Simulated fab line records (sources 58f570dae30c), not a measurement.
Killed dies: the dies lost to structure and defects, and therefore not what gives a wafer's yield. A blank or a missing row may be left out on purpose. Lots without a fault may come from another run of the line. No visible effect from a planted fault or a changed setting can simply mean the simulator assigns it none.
Code-filled problem report in 8D (eight disciplines) form / flow berkeley_cmos170 / the parts of the form that need people (team, actions taken, sign-off) are left out

== 1. THE ISSUE ==
Wafers with no fault read 37.07 with a standard deviation of 0.039, whereas exposure_dose_mJ_cm2 at UCB170_V1_EXPOSE_09 reads a mean of 36.89 on 1 wafer of 1 lot. That is -4.6 standard deviations from the usual mean.
The step: exposes mask VIA1, target cd 700 nm.
First seen on wafer L854.1, day 11 06:34, on krf_scanner-02. At this step, 13 wafers from 5 lots have a number in the record. Rule for "out" (also "out of limits"): further than 4 standard deviations from the usual mean. The rest of the wafers with a number are treated as sound.

== 2. WHAT IT IS AND WHAT IT IS NOT ==
question=which readings at this step | is=exposure_dose_mJ_cm2 | is not=-
question=which lots | is=L854 | is not=L841, L846, L849, L862
question=which wafers of those lots | is=all that have a number | is not=-
question=read on which tools | is=krf_scanner-02 | is not=krf_scanner-01
question=when | is=from day 11 06:34 | is not=up to then (9 sound wafers); but 3 sound wafers of L862 came after

== 3. SUSPECTS, AND WHAT RULES EACH OUT ==
Counting: a tool at any process step up to the reading remains a suspect when it ran all the lots that are out and ran no sound lot after the first of those.
- plasma_asher-04 at UCB170_M1_STRIP_13 (strips in O2): kept. It ran the lot that is out, L854 (day 11 03:34), and no sound lot after that; its last sound lot up to then is L841 (day 8 08:41).
- pecvd-01 at UCB170_V1_CVD_00 (deposits SiO2 from TEOS/O2, target thk 2000 nm, time 250 s): ruled out as a lasting fault. The sound lots L862 went through it after L854, its earliest lot that is out (day 11 05:07).
- cmp-01 at UCB170_V1_CMP_02 (polishes SiO2): kept. It ran the lot that is out, L854 (day 11 05:29), and no sound lot after that; its last sound lot up to then is L846 (day 10 02:01).
- krf_scanner-02 at UCB170_V1_EXPOSE_09 (exposes mask VIA1, target cd 700 nm): kept. It ran the lot that is out, L854 (day 11 06:34), and no sound lot after that; its last sound lot up to then is L841 (day 8 11:41). Its own exposure_dose_mJ_cm2 readings are out on those wafers.
Left after counting: plasma_asher-04 at UCB170_M1_STRIP_13, cmp-01 at UCB170_V1_CMP_02, krf_scanner-02 at UCB170_V1_EXPOSE_09.

== 4. THE CAUSE (what the simulator had put in) ==
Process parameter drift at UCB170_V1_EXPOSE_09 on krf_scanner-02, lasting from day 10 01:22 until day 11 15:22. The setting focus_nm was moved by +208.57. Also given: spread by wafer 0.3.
3 suspects survive the count, and this tool is in that group.

== 5. THE CHAIN OF EFFECTS, in route order ==
Rows list readings where the struck wafers' mean (over those with a number) sits beyond 3 standard deviations from the usual. Only readings whose record carries a usual standard deviation are examined. hours: median over the lots of the time between each lot's start at the first step of this table that gives one and its start at this step. sigmas: the change, counted in usual standard deviations.
hours=0; step=UCB170_V1_EXPOSE_09; reading=exposure_dose_mJ_cm2; usual=37.07; on struck wafers=36.89; change=-0.18; sigmas=-4.6
It contains these process steps:
- UCB170_V1_EXPOSE_09: exposes mask VIA1, target cd 700 nm.
Later steps that measure or inspect, where all struck wafers having a row at the step show a number for every such reading and not one has moved that far: UCB170_V1_CD_MEAS_12, UCB170_V1_OVL_MEAS_13.

== 6. HOW IT WOULD HAVE BEEN CAUGHT EARLIER ==
First out-of-limits reading in this record: day 11 06:34, which is 29 hours after fault onset at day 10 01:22.
